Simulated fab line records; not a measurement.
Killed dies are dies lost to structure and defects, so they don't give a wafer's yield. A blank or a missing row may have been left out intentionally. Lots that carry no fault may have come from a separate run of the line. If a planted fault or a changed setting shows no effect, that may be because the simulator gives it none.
Split-lot study :: flow rit-cmos :: 23 wafers read across 5 lots, on a route 202 steps long

SPLIT DETAILS
At RIT_CONTACT_CVD_00 (deposits SiO2 from TEOS, target thk 400 nm, time 61 s), the setting time-s was moved away from the recipe's 61 s on 5 of the 23 wafers read, by +6.3% to +12.3%. All remaining wafers had this setting at the recipe value.

No step appears in the file between the split and the reading.

THE READING
At RIT_CONTACT_THK_MEAS_01: CONTACT_TEOS_THK, given in nm. A value of 400 nm with a standard deviation of 5.2 nm is what fault-free wafers of this fab line usually give.

wafer: L078.2
tool, chamber at the split: pecvd-04, 2
time-s as run, s: 68.53
against the recipe: +12.3%
CONTACT_TEOS_THK, nm: 440
against lot-mates on the recipe: +43

wafer: L078.3
tool, chamber at the split: pecvd-04, 1
time-s as run, s: 61
against the recipe: recipe
CONTACT_TEOS_THK, nm: 391
against lot-mates on the recipe: -

wafer: L078.4
tool, chamber at the split: pecvd-04, 0
time-s as run, s: 61
against the recipe: recipe
CONTACT_TEOS_THK, nm: 400
against lot-mates on the recipe: -

wafer: L078.5
tool, chamber at the split: pecvd-04, 1
time-s as run, s: 61
against the recipe: recipe
CONTACT_TEOS_THK, nm: 401
against lot-mates on the recipe: -

wafer: L078.6
tool, chamber at the split: pecvd-04, 2
time-s as run, s: 68.53
against the recipe: +12.3%
CONTACT_TEOS_THK, nm: 443
against lot-mates on the recipe: +46

wafer: L080.1
tool, chamber at the split: pecvd-01, 0
time-s as run, s: 61
against the recipe: recipe
CONTACT_TEOS_THK, nm: 398
against lot-mates on the recipe: -

wafer: L080.4
tool, chamber at the split: pecvd-01, 0
time-s as run, s: 61
against the recipe: recipe
CONTACT_TEOS_THK, nm: 402
against lot-mates on the recipe: -

wafer: L080.5
tool, chamber at the split: pecvd-01, 2
time-s as run, s: 61
against the recipe: recipe
CONTACT_TEOS_THK, nm: 403
against lot-mates on the recipe: -

wafer: L081.1
tool, chamber at the split: pecvd-04, 0
time-s as run, s: 61
against the recipe: recipe
CONTACT_TEOS_THK, nm: 400
against lot-mates on the recipe: -

wafer: L081.2
tool, chamber at the split: pecvd-04, 1
time-s as run, s: 61
against the recipe: recipe
CONTACT_TEOS_THK, nm: 399
against lot-mates on the recipe: -

wafer: L081.3
tool, chamber at the split: pecvd-04, 2
time-s as run, s: 61
against the recipe: recipe
CONTACT_TEOS_THK, nm: 396
against lot-mates on the recipe: -

wafer: L081.4
tool, chamber at the split: pecvd-04, 2
time-s as run, s: 61
against the recipe: recipe
CONTACT_TEOS_THK, nm: 398
against lot-mates on the recipe: -

wafer: L081.5
tool, chamber at the split: pecvd-04, 0
time-s as run, s: 61
against the recipe: recipe
CONTACT_TEOS_THK, nm: 402
against lot-mates on the recipe: -

wafer: L082.1
tool, chamber at the split: pecvd-02, 2
time-s as run, s: 61
against the recipe: recipe
CONTACT_TEOS_THK, nm: 399
against lot-mates on the recipe: -

wafer: L082.2
tool, chamber at the split: pecvd-02, 0
time-s as run, s: 61
against the recipe: recipe
CONTACT_TEOS_THK, nm: 398
against lot-mates on the recipe: -

wafer: L082.4
tool, chamber at the split: pecvd-02, 1
time-s as run, s: 61
against the recipe: recipe
CONTACT_TEOS_THK, nm: 411
against lot-mates on the recipe: -

wafer: L082.5
tool, chamber at the split: pecvd-02, 0
time-s as run, s: 61
against the recipe: recipe
CONTACT_TEOS_THK, nm: 411
against lot-mates on the recipe: -

wafer: L082.6
tool, chamber at the split: pecvd-02, 2
time-s as run, s: 61
against the recipe: recipe
CONTACT_TEOS_THK, nm: 408
against lot-mates on the recipe: -

wafer: L085.1
tool, chamber at the split: pecvd-02, 2
time-s as run, s: 64.84
against the recipe: +6.3%
CONTACT_TEOS_THK, nm: 422
against lot-mates on the recipe: +18

wafer: L085.2
tool, chamber at the split: pecvd-02, 0
time-s as run, s: 61
against the recipe: recipe
CONTACT_TEOS_THK, nm: 402
against lot-mates on the recipe: -

wafer: L085.4
tool, chamber at the split: pecvd-02, 0
time-s as run, s: 64.84
against the recipe: +6.3%
CONTACT_TEOS_THK, nm: 434
against lot-mates on the recipe: +30

wafer: L085.5
tool, chamber at the split: pecvd-02, 2
time-s as run, s: 61
against the recipe: recipe
CONTACT_TEOS_THK, nm: 407
against lot-mates on the recipe: -

wafer: L085.6
tool, chamber at the split: pecvd-02, 1
time-s as run, s: 64.84
against the recipe: +6.3%
CONTACT_TEOS_THK, nm: 434
against lot-mates on the recipe: +30

THE FIT
A straight line over all 23 wafers: CONTACT_TEOS_THK changes by +3.56 nm for each +1% of time-s; r = +0.93; the points scatter about the line by 5.7 nm.
The same after taking each lot's own level away (the mean of its wafers on the recipe; 23 wafers): +3.69 nm for each +1%; r = +0.96; scatter 4.3 nm.
That fit puts the effect of the largest move of time-s on the reading at 46 nm.
The lots' own levels span 397.3 to 405.4 nm, that is 1.6 times the standard deviation above.
The two slopes are in agreement: the lot-to-lot level therefore moves the slope only a little.
Check: with one of the wafers moved furthest among these (+12.3%) left out of the fit, the line predicts +47.5 nm for it against its lot-mates. Against them it came out at +42.7 nm.

THE WHOLE CHAIN: every reading that the file lists as answering this split, in the file's order
step: RIT_CONTACT_CVD_00
what it does: deposits SiO2 from TEOS, target thk 400 nm, time 61 s
reading: SiO2_of_CONTACT_CVD_00.thk-nm (the simulator's own value, which no gauge read)
change (the file's fit): +3.67 nm for each +1% of the setting
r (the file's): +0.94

step: RIT_CONTACT_THK_MEAS_01
what it does: 
reading: CONTACT_TEOS_THK
change (the file's fit): +3.68 for each +1% of the setting
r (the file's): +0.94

step: RIT_CONTACT_ETCH_11
what it does: etches SiO2 in CHF3/CF4/Ar, stops on TiSi2, target depth 480 nm, time 320 s
reading: etch.depth-nm (the simulator's own value, which no gauge read)
change (the file's fit): +3.67 nm for each +1% of the setting
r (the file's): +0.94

step: RIT_CONTACT_ETCH_11
what it does: etches SiO2 in CHF3/CF4/Ar, stops on TiSi2, target depth 480 nm, time 320 s
reading: CONTACT.feature-depth-nm (the simulator's own value, which no gauge read)
change (the file's fit): +3.67 nm for each +1% of the setting
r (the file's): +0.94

THE FILE'S OWN FIT
CONTACT_TEOS_THK changes by +3.68 nm for each +1% of time-s, r = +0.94.
